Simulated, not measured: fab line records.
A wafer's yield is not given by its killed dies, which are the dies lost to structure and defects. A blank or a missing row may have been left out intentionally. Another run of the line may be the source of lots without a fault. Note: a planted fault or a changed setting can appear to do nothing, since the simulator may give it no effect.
Comparing a struck lot with a sound one ; flow rit_cmos ; 34 out of 202 route steps
Sound: wafers L725.1, L725.3, L725.6. The struck wafers were L732.2, L732.4, L732.6. The cause is named last.
Each step with rows lists, per side, the tool, then ch with its chambers, then its first start. Under that, the readings that differ: sound wafers ; struck wafers ; difference of the means ; sigmas: that difference in standard deviations of wafers without a fault.
alike: readings whose means differ by less than 2 such deviations, and words and numbers that are the same on both sides. not compared: withheld readings, readings that some wafer has no value for, bounds like >300 that may hide the same value, and numbers for which the record gives no deviation and whose values overlap.
The two part at a step that has a row with sigmas, a row that says differs or no value, or rows on one side only. Numbers that have no deviation but don't overlap get no sigmas and don't part them. A reading that every wafer of one side lacks parts them only if that side has two wafers or more.

first, 2 steps without rows for these wafers: RIT_SPACER_CLEAN_02 (cleans in SC2, time 600 s); RIT_SPACER_CVD_03 (deposits Si3N4 from SiH2Cl2/NH3, target thk 250 nm, time 3300 s).
RIT_SPACER_THK_MEAS_04:
  sound on film_metro-01, day 3 08:37; struck on film_metro-02, day 5 00:05
reading;sound;struck;difference;sigmas
SPACER_NITRIDE_THK (nm);251.0 250.4 250.4;244.6 245.5 243.9;-5.9;-3
RIT_SPACER_ETCHBACK_05: etches Si3N4 in SF6/CHF3, stops on SiO2, target depth 250 nm, time 240 s.
  sound on rie_diel-01 ch 0,2, day 3 08:41; struck on rie_diel-01 ch 2,3, day 5 00:08
  alike: CHF3_flow_sccm, drypump_motor_current_A, oes_product_au, throttle_valve_pct
  not compared: rf_hours_counter_h
then, 6 steps without rows for these wafers: RIT_NSD_HMDS_00 (prime time 60 s); RIT_NSD_COAT_01 (resist thk 1000 nm); RIT_NSD_SOFTBAKE_02 (time 60 s); RIT_NSD_EXPOSE_03 (exposes mask M9, target cd 40700 nm); RIT_NSD_PEB_04; RIT_NSD_DEVELOP_05 (develop time 50 s).
RIT_NSD_OVL_MEAS_06:
  sound on overlay-01, day 3 09:41; struck on overlay-01, day 5 01:16
  alike: NSD_OVL
then, 1 step without rows for these wafers: RIT_NSD_HARDBAKE_07 (time 60 s).
RIT_NSD_IMPLANT_08:
  sound on implanter-03 ch 0, day 3 09:52; struck on implanter-01 ch 0, day 5 01:35
reading;sound;struck;difference;sigmas
dose_ions_cm2;9.988e+14 9.997e+14 9.988e+14;9.851e+14 9.856e+14 9.858e+14;-1.360e+13;-12
  alike: end_station_pressure_torr
RIT_NSD_STRIP_09: strips in O2, time 180 s.
  sound on plasma_asher-04 ch 0,1, day 3 10:01; struck on plasma_asher-03 ch 1, day 5 01:43
  alike: drypump_motor_current_A
  not compared: rf_hours_counter_h
RIT_NSD_TW_MEAS_10:
  sound on film_metro-01, day 3 10:11; struck on film_metro-03, day 5 01:53
  alike: NSD_TW
then, 6 steps without rows for these wafers: RIT_PSD_HMDS_00 (prime time 60 s); RIT_PSD_COAT_01 (resist thk 1000 nm); RIT_PSD_SOFTBAKE_02 (time 60 s); RIT_PSD_EXPOSE_03 (exposes mask M10, target cd 40900 nm); RIT_PSD_PEB_04; RIT_PSD_DEVELOP_05 (develop time 50 s).
RIT_PSD_OVL_MEAS_06:
  sound on overlay-02, day 3 11:14; struck on overlay-01, day 5 02:49
  alike: PSD_OVL
then, 2 steps without rows for these wafers: RIT_PSD_HARDBAKE_07 (time 60 s); RIT_PSD_IMPLANT_08.
RIT_PSD_STRIP_09: strips in O2, time 180 s.
  sound on plasma_asher-03 ch 0,1, day 3 11:34; struck on plasma_asher-02 ch 0,1, day 5 03:08
  alike: drypump_motor_current_A
  not compared: rf_hours_counter_h
RIT_PSD_TW_MEAS_10:
  sound on film_metro-01, day 3 11:44; struck on film_metro-03, day 5 03:19
  alike: PSD_TW
then, 3 steps without rows for these wafers: RIT_SDANNEAL_CLEAN_00 (cleans in SC1, time 600 s); RIT_SDANNEAL_CLEAN_01 (cleans in dHF, time 30 s); RIT_SDANNEAL_CLEAN_02 (cleans in SC2, time 600 s).
RIT_SDANNEAL_RTA_03: time 5 s.
  sound on rtp_anneal-02 ch 0, day 3 12:11; struck on rtp_anneal-01 ch 0, day 5 03:45
  alike: wafer_temp_C_max
RIT_SDANNEAL_RS_MEAS_04: measurement is done with a four-point probe.
  sound on film_metro-04, day 3 12:15; struck on film_metro-03, day 5 03:49
  alike: PSD_RS
RIT_SDANNEAL_RS_MEAS_05: measurement is done with a four-point probe.
  sound on film_metro-04, day 3 12:22; struck on film_metro-03, day 5 03:56
reading;sound;struck;difference;sigmas
NSD_RS (ohm/sq);84.92 84.68 84.79;85.91 85.80 85.90;+1.07;+4
RIT_SDANNEAL_RS_MEAS_06: measurement is done with a four-point probe.
  sound on film_metro-04, day 3 12:29; struck on film_metro-03, day 5 04:04
  alike: PLDD_RS
RIT_M1_PROBE_99:
  sound on prober-02, day 3 19:38; struck on prober-01, day 5 11:56
  alike: killed_at_contacts, killed_at_front_end, killed_dies, killed_open, killed_short

## WHERE THEY PART
Earliest at RIT_SPACER_THK_MEAS_04; latest, in this record, at RIT_SDANNEAL_RS_MEAS_05. Later steps at which nothing parts them and some readings are alike: RIT_SDANNEAL_RS_MEAS_06, RIT_M1_PROBE_99.

WHY: the cause the simulator had injected
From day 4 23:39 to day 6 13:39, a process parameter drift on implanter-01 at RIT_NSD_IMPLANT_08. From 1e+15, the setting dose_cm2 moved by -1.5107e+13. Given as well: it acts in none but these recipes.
